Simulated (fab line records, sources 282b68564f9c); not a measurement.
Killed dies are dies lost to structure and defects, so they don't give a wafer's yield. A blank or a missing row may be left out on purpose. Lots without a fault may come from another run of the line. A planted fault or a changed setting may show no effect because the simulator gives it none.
Which tool did it? | flow rit_cmos | 7 lots, 21 wafers sampled, at 2 steps of a route of 202

WHAT THE GAUGES READ, wafer by wafer
RIT_NLDD_TW_MEAS_10.
lot  | measured    | on            | NLDD_TW
L226 | day 3 04:46 | film_metro-01 | 2463 2446 2454
L228 | day 3 15:28 | film_metro-01 | 2441 2450 2439
L230 | day 3 23:09 | film_metro-03 | 2475 2454 2466
L232 | day 4 10:41 | film_metro-01 | 2466 2449 2450
L238 | day 5 17:02 | film_metro-02 | 1942 1940 1943
L245 | day 7 06:37 | film_metro-02 | 2464 2436 2454
L247 | day 7 15:42 | film_metro-01 | 2457 2460 2457

WHICH TOOL RAN EACH LOT (tool, then ch and the chambers of the sampled wafers, then the start)
lot  | RIT_NLDD_IMPLANT_08
L226 | implanter-03 ch 0, day 3 04:26
L228 | implanter-03 ch 0, day 3 15:09
L230 | implanter-02 ch 0, day 3 22:49
L232 | implanter-03 ch 0, day 4 10:23
L238 | implanter-04 ch 0, day 5 16:43
L245 | implanter-03 ch 0, day 7 06:19
L247 | implanter-03 ch 0, day 7 15:23
- RIT_NLDD_IMPLANT_08

THE ANSWER, worked out from the rows above alone
Rule: what is usual is taken from the lots themselves. Put in order of their means at a reading, lots are off if they are a third of the lots or fewer, leave a main group of 4 or more, and stand apart from it by a gap of 3 or more times the standard deviation of the main group's means; of several such gaps the widest counts. A main group whose means are all the same, to the digits that the tables above print for the reading, isn't used. A lot without any number at a reading at which 4 lots or more have one is off too. The other lots that the step has rows for count as sound.
Off: L238, at RIT_NLDD_TW_MEAS_10 (NLDD_TW). The main group: mean 2454, standard deviation 6.6.
A tool fits if, at a process step before that reading, it ran every lot that is off, and no sound lot after the first of them. The gauges at RIT_NLDD_TW_MEAS_10 are tried like those tools. One fits: implanter-04 at RIT_NLDD_IMPLANT_08. It ran no sound lot before its first lot that is off in this sample, so the start can't be narrowed down.

WHAT THE SIMULATOR HAD PUT IN
Process parameter drift: implanter-04, from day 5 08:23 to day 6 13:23, at RIT_NLDD_IMPLANT_08. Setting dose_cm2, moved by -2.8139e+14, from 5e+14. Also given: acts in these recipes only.
Lots struck among those shown: L238. The rule above found the same.
